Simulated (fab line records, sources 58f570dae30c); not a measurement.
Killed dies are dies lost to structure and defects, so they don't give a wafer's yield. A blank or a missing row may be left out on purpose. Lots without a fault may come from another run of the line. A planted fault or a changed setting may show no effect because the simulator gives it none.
Which tool did it? | flow berkeley_cmos170 | 14 lots, 42 wafers sampled, at 4 steps of a route of 331

WHAT THE GAUGES READ, wafer by wafer
UCB170_V2_OVL_MEAS_13. Usual: V2_OVL -1 nm, standard deviation 5.2.
lot  | measured     | on         | V2_OVL (nm) | flag
L726 | day 7 21:32  | overlay-02 | -7 -8 -7    |
L730 | day 8 13:11  | overlay-02 | 3 -1 2      |
L731 | day 8 13:48  | overlay-02 | 4 7 2       |
L734 | day 9 04:17  | overlay-02 | -2 3 2      |
L735 | day 9 21:16  | overlay-01 | 5 0 -2      |
L736 | day 9 21:00  | overlay-01 | -9 4 -9     |
L739 | day 10 09:50 | overlay-02 | -9 -12 -8   |
L737 | day 10 10:23 | overlay-02 | -11 -2 -7   |
L738 | day 10 10:51 | overlay-01 | -1 6 4      |
L741 | day 11 05:00 | overlay-02 | 9 2 3       |
L740 | day 11 05:34 | overlay-02 | -8 2 2      |
L742 | day 11 20:55 | overlay-02 | -2 -3 -4    |
L743 | day 11 21:11 | overlay-01 | -1 0 -6     |
L747 | day 12 13:46 | overlay-01 | 0 -2 -2     |

UCB170_M3_THK_MEAS_03: measures by xrf. Usual: M3_AL_THK 888 nm, standard deviation 11.
lot  | measured     | on            | M3_AL_THK (nm) | flag
L726 | day 7 22:15  | film_metro-02 | 871 873 861    |
L730 | day 8 13:54  | film_metro-03 | 894 903 894    |
L731 | day 8 14:31  | film_metro-02 | 896 903 878    |
L734 | day 9 04:59  | film_metro-04 | 897 877 884    |
L735 | day 9 21:59  | film_metro-03 | 878 883 873    |
L736 | day 9 21:43  | film_metro-03 | 890 880 900    |
L739 | day 10 10:32 | film_metro-04 | 881 894 888    |
L737 | day 10 11:05 | film_metro-03 | 883 884 897    |
L738 | day 10 11:34 | film_metro-02 | 883 884 877    |
L741 | day 11 05:42 | film_metro-04 | 888 896 888    |
L740 | day 11 06:16 | film_metro-02 | 889 886 886    |
L742 | day 11 21:37 | film_metro-02 | 880 889 874    |
L743 | day 11 21:54 | film_metro-02 | 902 906 899    |
L747 | day 12 14:29 | film_metro-04 | 896 898 905    |

UCB170_M3_OVL_MEAS_16. Usual: M3_OVL -6 nm, standard deviation 5.4.
lot  | measured     | on         | M3_OVL (nm) | flag
L726 | day 8 01:20  | overlay-02 | -4 -15 -14  |
L730 | day 8 15:38  | overlay-01 | -13 1 -6    |
L731 | day 8 16:25  | overlay-01 | 4 -3 -4     |
L734 | day 9 06:44  | overlay-01 | -7 -10 -13  |
L735 | day 10 00:03 | overlay-01 | 3 -4 0      |
L736 | day 9 23:49  | overlay-01 | -3 -12 -6   |
L739 | day 10 12:52 | overlay-01 | -9 -13 -11  |
L737 | day 10 13:31 | overlay-01 | -12 -6 -10  |
L738 | day 10 13:49 | overlay-02 | -6 -5 1     |
L741 | day 11 08:58 | overlay-02 | -4 -3 -6    |
L740 | day 11 09:05 | overlay-01 | -6 11 -2    |
L742 | day 12 00:15 | overlay-02 | 1 -1 0      |
L743 | day 12 00:27 | overlay-01 | -11 -6 -13  |
L747 | day 12 16:28 | overlay-02 | -10 -20 -5  |

WHICH TOOL RAN EACH LOT (tool, then ch and the chambers of the sampled wafers, then the start)
lot  | UCB170_M2_METAL_ETCH_18
L726 | rie_metal-02 ch 0,1, day 7 18:43
L730 | rie_metal-04 ch 0,1, day 8 10:56
L731 | rie_metal-02 ch 1, day 8 11:25
L734 | rie_metal-04 ch 0,1, day 9 01:43
L735 | rie_metal-01 ch 1, day 9 18:25
L736 | rie_metal-02 ch 0,1, day 9 18:31
L739 | rie_metal-01 ch 1, day 10 07:11
L737 | rie_metal-04 ch 0,1, day 10 07:27
L738 | rie_metal-02 ch 0,1, day 10 08:14
L741 | rie_metal-04 ch 0, day 11 01:35
L740 | rie_metal-02 ch 0,1, day 11 02:28
L742 | rie_metal-04 ch 0, day 11 17:35
L743 | rie_metal-02 ch 0,1, day 11 17:51
L747 | rie_metal-02 ch 0,1, day 12 09:43
- UCB170_M2_METAL_ETCH_18: etches Al in Cl2/BCl3, stops on SiO2, target depth 1170 nm, time 195 s.

WHAT THE TOOLS THEMSELVES READ (means of the sampled wafers that have a number; where no wafer has one, the mark that the record gives instead)
UCB170_M2_METAL_ETCH_18. Usual: drypump_motor_current_A 5.8 A, standard deviation 0.32; oes_product_au 0.848 a.u., standard deviation 0.018; run_length_s 223.6 s, standard deviation 1; throttle_valve_pct 24.4 %, standard deviation 0.31.
lot  | tool         | drypump_motor_current_A (A) | oes_product_au (a.u.) | run_length_s (s) | throttle_valve_pct (%) | flag
L726 | rie_metal-02 | 5.8                         | 0.838                 | 223.1            | 24.2                   |
L730 | rie_metal-04 | 5.8                         | 0.871                 | 223.4            | 24.6                   |
L731 | rie_metal-02 | 6.4                         | 0.830                 | 223.1            | 24.7                   |
L734 | rie_metal-04 | 5.8                         | 0.864                 | 223.3            | 24.3                   |
L735 | rie_metal-01 | 5.9                         | 0.837                 | 226.3            | 24.3                   |
L736 | rie_metal-02 | 5.8                         | 0.830                 | 223.1            | 24.2                   |
L739 | rie_metal-01 | 5.9                         | 0.837                 | 223.2            | 24.3                   |
L737 | rie_metal-04 | 5.8                         | 0.868                 | 223.3            | 24.6                   |
L738 | rie_metal-02 | 5.8                         | 0.847                 | 222.9            | 24.2                   |
L741 | rie_metal-04 | 5.7                         | 0.882                 | 223.2            | 24.8                   |
L740 | rie_metal-02 | 6.1                         | 0.838                 | 223.0            | 24.5                   |
L742 | rie_metal-04 | 5.7                         | 0.880                 | 223.2            | 24.8                   |
L743 | rie_metal-02 | 6.1                         | 0.817                 | 230.6            | 24.5                   | OFF
L747 | rie_metal-02 | 6.1                         | 0.816                 | 230.6            | 24.5                   | OFF

THE ANSWER, worked out from the rows above alone
Rule: a lot is off if the mean of its wafers that have a number lies more than 3 standard deviations from the usual mean. A lot without any number at a reading at which 4 lots or more have one is off too. The other lots that the step has rows for count as sound. The gauges are gone through in route order, then the tools' own readings, and for those a lot's mean is taken as printed above. The first step at which some lot is off is used, and at that step the reading that is off furthest; a lot without a number counts as furthest.
Off: L743, L747, at UCB170_M2_METAL_ETCH_18 (run_length_s).
A tool fits if, at that step or a process step before it, it ran every lot that is off, and no sound lot after the first of them. One fits: rie_metal-02 at UCB170_M2_METAL_ETCH_18. Its last sound lot is L740 (day 11 02:28), its first lot that is off L743 (day 11 17:51): a fault that began between those two fits.
The tool's own readings at UCB170_M2_METAL_ETCH_18 bear it out: on the lots that are off they differ by more than 5 times the standard deviation of the sound lots' means. run_length_s reads 230.6 s there against 223.4 s on the sound lots.

WHAT THE SIMULATOR HAD PUT IN
Process parameter drift: rie_metal-02, from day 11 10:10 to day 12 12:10, at UCB170_M2_METAL_ETCH_18. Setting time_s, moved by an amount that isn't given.
Lots struck among those shown: L743, L747. The rule above found the same.
